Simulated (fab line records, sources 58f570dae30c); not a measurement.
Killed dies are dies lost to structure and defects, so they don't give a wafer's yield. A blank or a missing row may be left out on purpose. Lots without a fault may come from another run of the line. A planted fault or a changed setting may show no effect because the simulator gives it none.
fab line records | flow berkeley_cmos170 | part 2 of 2: steps 32 to 39 of 39
record lots=5 wafers=15 last_day=13
route steps=331 shown V1@258 M2@271 V2@292
lots that met no fault: from a run of the same line without faults
start_h: hours from the record's first day to the start of the lot's first wafer shown | wait_h: hours since the lot's step before | " the same as in the row above | L1.1+2: a row that stands for several wafers | - no value, or no start given | * or withheld: withheld | < > ~ a bound
route shown NAME@n: a module of which the file shows steps, and the number in the route of the first | usual: mean/standard deviation of fault-free wafers | same: alike in all rows | chamber/n: place in a boat | sites: the reading at each site | _std_site: their standard deviation | _edge_site: outer sites' mean less inner sites' | radius_mm: how far each site lies from the wafer's centre | mask NAME#n: copy n | behind: the tool/chamber that last shaped the wafer | hold: why the lot was held/for how many hours/how that ended | device: the transistor (n, p or np) that didn't switch | end of line: the same wafers' tests at the end of the route | a step without rows: its recipe alone | killed: dies lost to structure and defects at the first sort, not the wafer's yield | map: a wafer's dies, x killed, . not, _ none there
set.NAME: the setting as run; set.NAME@STEP: as run at that earlier step | model.NAME: the simulator's own value behind a step, which no gauge read
lots at some steps of the route; a table a step, a row a wafer
services: from which hour (start_h, from the record's first day; less than 0 if before it) a tool's chamber was out of use, for how many hours, and why
## steps
# step UCB170_M2_METAL_ETCH_18
# recipe chemistry=Cl2/BCl3 target=Al stop_on=SiO2 pressure_mtorr=12 target_depth_a=11700 over_etch_frac=0.3 time_s=195 icp_w=600 bias_w=120 Cl2_flow_sccm=90 bcl3_flow_sccm=45
# usual drypump_motor_current_A=5.7/0.33 oes_product_au=0.860/0.011 throttle_valve_pct=24.53/0.22
# columns lot.wafer tool chamber start_h wait_h drypump_motor_current_A oes_product_au rf_hours_counter_h throttle_valve_pct
L076.3 rie_metal-01 0 204.21 - 6.0 0.856 - 24.34
L076.5 " 1 " " 5.5 0.851 - 24.21
L076.6 " 0 " " 6.0 0.859 - 24.36
L079.2 rie_metal-04 1 217.94 - 5.4 0.850 4 24.65
L079.3 " 1 " " 5.3 0.857 - 24.66
L079.5 " 0 " " 6.0 0.860 - 24.25
L080.2 rie_metal-04 0 221.08 - 6.0 0.869 12 24.26
L080.5 " 0 " " 6.0 0.867 - 24.24
L080.6 " 1 " " 5.4 0.858 - 24.65
L083.1 rie_metal-03 1 229.57 - 6.2 0.858 2 24.87
L083.4 " 0 " " 5.5 0.879 - 24.60
L083.6 " 1 " " 6.2 0.862 - 24.85
L097.3 rie_metal-03 1 316.20 - 6.2 0.853 - 24.86
L097.5 " 0 " " 5.5 0.878 - 24.59
L097.6 " 1 " " 6.2 0.854 - 24.87
# step UCB170_M2_STRIP_19
# recipe chemistry=O2 power_w=400 pressure_mtorr=3500 platen_temp_c=withheld o2_flow_sccm=400 overash_fraction=0.5
# usual drypump_motor_current_A=5.7/0.61 oes_product_au=0.554/0.01
# same overash_fraction=0.5
# columns lot.wafer tool chamber start_h wait_h drypump_motor_current_A oes_product_au rf_hours_counter_h
L076.3 plasma_asher-04 1 204.37 0.1 5.3 0.554 -
L076.5 " 0 " " 6.0 0.534 -
L076.6 " 1 " " 5.3 0.557 -
L079.2 plasma_asher-02 1 218.13 0.1 6.2 0.546 49
L079.3 " 1 " " 6.3 0.545 -
L079.5 " 0 " " 4.7 0.540 -
L080.2 plasma_asher-04 1 221.27 0.1 5.3 0.535 11
L080.5 " 0 " " 6.0 0.528 -
L080.6 " 1 " " 5.3 0.544 -
L083.1 plasma_asher-02 1 229.76 0.1 6.3 0.566 50
L083.4 " 0 " " 4.7 0.556 -
L083.6 " 0 " " 4.7 0.571 -
L097.3 plasma_asher-03 1 316.35 0.1 6.4 0.560 -
L097.5 " 1 " " 6.4 0.551 -
L097.6 " 0 " " 5.7 0.563 -
# step UCB170_M2_CD_MEAS_90
# recipe target_cd_nm=700
# usual cd_nm=702.0/2.8
# columns lot.wafer tool chamber start_h wait_h cd_nm
L076.3 cd_sem-02 - 204.47 0.1 705.7
L076.5 " - " " 705.0
L076.6 " - " " 704.7
L079.2 cd_sem-02 - 218.25 0.1 701.3
L079.3 " - " " 705.0
L079.5 " - " " 707.3
L080.2 cd_sem-01 - 221.39 0.1 700.8
L080.5 " - " " 705.5
L080.6 " - " " 699.9
L083.1 cd_sem-02 - 229.86 0.1 702.0
L083.4 " - " " 702.8
L083.6 " - " " 703.2
L097.3 cd_sem-01 - 316.46 0.1 701.1
L097.5 " - " " 704.3
L097.6 " - " " 699.5
# step UCB170_V2_CVD_00
# recipe material=SiO2 target_thk_nm=2000 temp_c=390 precursor=TEOS/O2 time_s=250 rf_w=550 pressure_mtorr=9000
# usual heater_power_w=269/54
# columns lot.wafer tool chamber start_h wait_h heater_power_w
L076.3 pecvd-04 1 204.55 0.1 212
L076.5 " 2 " " 311
L076.6 " 0 " " 246
L079.2 pecvd-02 0 218.35 0.1 220
L079.3 " 0 " " 163
L079.5 " 2 " " 374
L080.2 pecvd-02 2 221.49 0.1 356
L080.5 " 0 " " 167
L080.6 " 2 " " 277
L083.1 pecvd-04 1 229.98 0.1 248
L083.4 " 1 " " 304
L083.6 " 0 " " 241
L097.3 pecvd-01 2 316.54 0.1 349
L097.5 " 2 " " 241
L097.6 " 1 " " 249
# step UCB170_V2_THK_MEAS_01
# recipe reads=SiO2_of_V2_CVD_00
# usual V2_TEOS_THK=1990/26
# columns lot.wafer tool chamber start_h wait_h V2_TEOS_THK[nm]
L076.3 film_metro-01 - 204.73 0.1 1986
L076.5 " - " " 2004
L076.6 " - " " 1990
L079.2 film_metro-04 - 218.59 0.2 1968
L079.3 " - " " 1980
L079.5 " - " " 1975
L080.2 film_metro-04 - 221.65 0.1 1961
L080.5 " - " " 1982
L080.6 " - " " 2004
L083.1 film_metro-04 - 230.14 0.1 1977
L083.4 " - " " 2004
L083.6 " - " " 1981
L097.3 film_metro-04 - 316.72 0.1 1984
L097.5 " - " " 2006
L097.6 " - " " 2000
# step UCB170_V2_CMP_02
# recipe material=SiO2 down_force_psi=6 platen_rpm=60 pad_velocity_m_s=0.75398
# usual edge_zone_pressure_frac=0.999/0.0046 motor_current_A=14.7/1.1 retaining_ring_pressure_frac=1.001/0.0053 slurry_flow_ml_min=150.0/0.47
# columns lot.wafer tool chamber start_h wait_h edge_zone_pressure_frac motor_current_A retaining_ring_pressure_frac slurry_flow_ml_min
L076.3 cmp-01 3 204.82 0.1 0.998 14.9 0.996 149.8
L076.5 " 2 " " 0.996 16.3 1.008 150.7
L076.6 " 3 " " 0.996 14.9 1.000 150.5
L079.2 cmp-02 3 218.64 0.0 0.998 15.4 0.998 149.1
L079.3 " 2 " " 1.000 14.0 0.999 149.7
L079.5 " 0 " " 1.002 14.4 1.001 149.9
L080.2 cmp-02 2 221.70 0.0 0.996 14.7 0.997 149.2
L080.5 " 2 " " 1.003 14.5 0.990 150.2
L080.6 " 3 " " 0.995 15.3 0.994 150.0
L083.4 cmp-02 3 230.20 0.0 0.991 16.0 0.999 149.8
L083.1 " 0 " " 0.997 14.7 1.001 149.8
L083.6 " 0 " " 1.001 14.1 1.000 150.1
L097.3 cmp-01 1 317.04 0.3 0.997 16.5 1.002 149.4
L097.5 " 2 " " 1.000 15.7 1.009 149.7
L097.6 " 3 " " 0.995 14.8 1.006 149.3
# step UCB170_V2_BOW_MEAS_03
# recipe mode=bow
# usual V2_BOW=37/7.4
# columns lot.wafer tool chamber start_h wait_h V2_BOW[um]
L076.3 film_metro-01 - 205.11 0.2 20
L076.5 " - " " 39
L076.6 " - " " 35
L079.2 film_metro-04 - 218.96 0.3 42
L079.3 " - " " 40
L079.5 " - " " 41
L080.2 film_metro-03 - 222.02 0.3 39
L080.5 " - " " 34
L080.6 " - " " 34
L083.1 film_metro-03 - 230.50 0.2 50
L083.4 " - " " 27
L083.6 " - " " 43
L097.3 film_metro-03 - 317.23 0.1 35
L097.5 " - " " 37
L097.6 " - " " 48
# step UCB170_V2_THK_MEAS_04
# recipe reads=SiO2_of_V2_CVD_00
# usual V2_POLISHED_THK=999.9/1.3
# columns lot.wafer tool chamber start_h wait_h V2_POLISHED_THK[nm]
L076.3 film_metro-01 - 205.21 0.1 997.2
L076.5 " - " " 1001.0
L076.6 " - " " 998.6
L079.2 film_metro-04 - 219.07 0.1 999.3
L079.3 " - " " 998.8
L079.5 " - " " 1000.7
L080.2 film_metro-03 - 222.13 0.1 998.2
L080.5 " - " " 998.7
L080.6 " - " " 997.5
L083.1 film_metro-03 - 230.62 0.1 1001.1
L083.4 " - " " 998.3
L083.6 " - " " 1000.5
L097.3 film_metro-03 - 317.33 0.1 1003.4
L097.5 " - " " 1002.0
L097.6 " - " " 1000.9
## services
# columns tool chamber start_h hours kind
rie_diel-01 1 176.42 29.1 repair
krf_scanner-01 - 178.11 1.0 pm
rie_diel-04 3 178.35 5.9 repair
rie_diel-04 2 178.94 10.1 repair
plasma_asher-02 - 183.25 2.7 repair
cmp-02 - 204.92 1.0 repair
rie_diel-04 1 205.23 3.7 repair
krf_scanner-02 - 205.45 1.0 pm
cmp-02 - 205.65 0.6 repair
wet_bench-04 - 207.36 6.3 repair
rie_diel-01 1 215.62 7.8 repair
krf_scanner-02 - 216.47 1.1 repair
krf_scanner-02 - 221.58 0.2 repair
rie_diel-04 0 235.45 5.3 repair
cmp-02 - 243.27 2.6 repair
krf_scanner-02 - 246.82 0.8 pm
pvd_sputter-03 - 248.27 2.1 repair
krf_scanner-01 - 251.55 1.0 repair
krf_scanner-01 - 252.71 0.8 pm
cmp-02 - 280.06 5.0 pm
rie_diel-04 2 303.52 14.3 repair
krf_scanner-02 - 304.04 1.3 pm
krf_scanner-01 - 306.50 1.3 pm
krf_scanner-01 - 315.39 3.6 pm
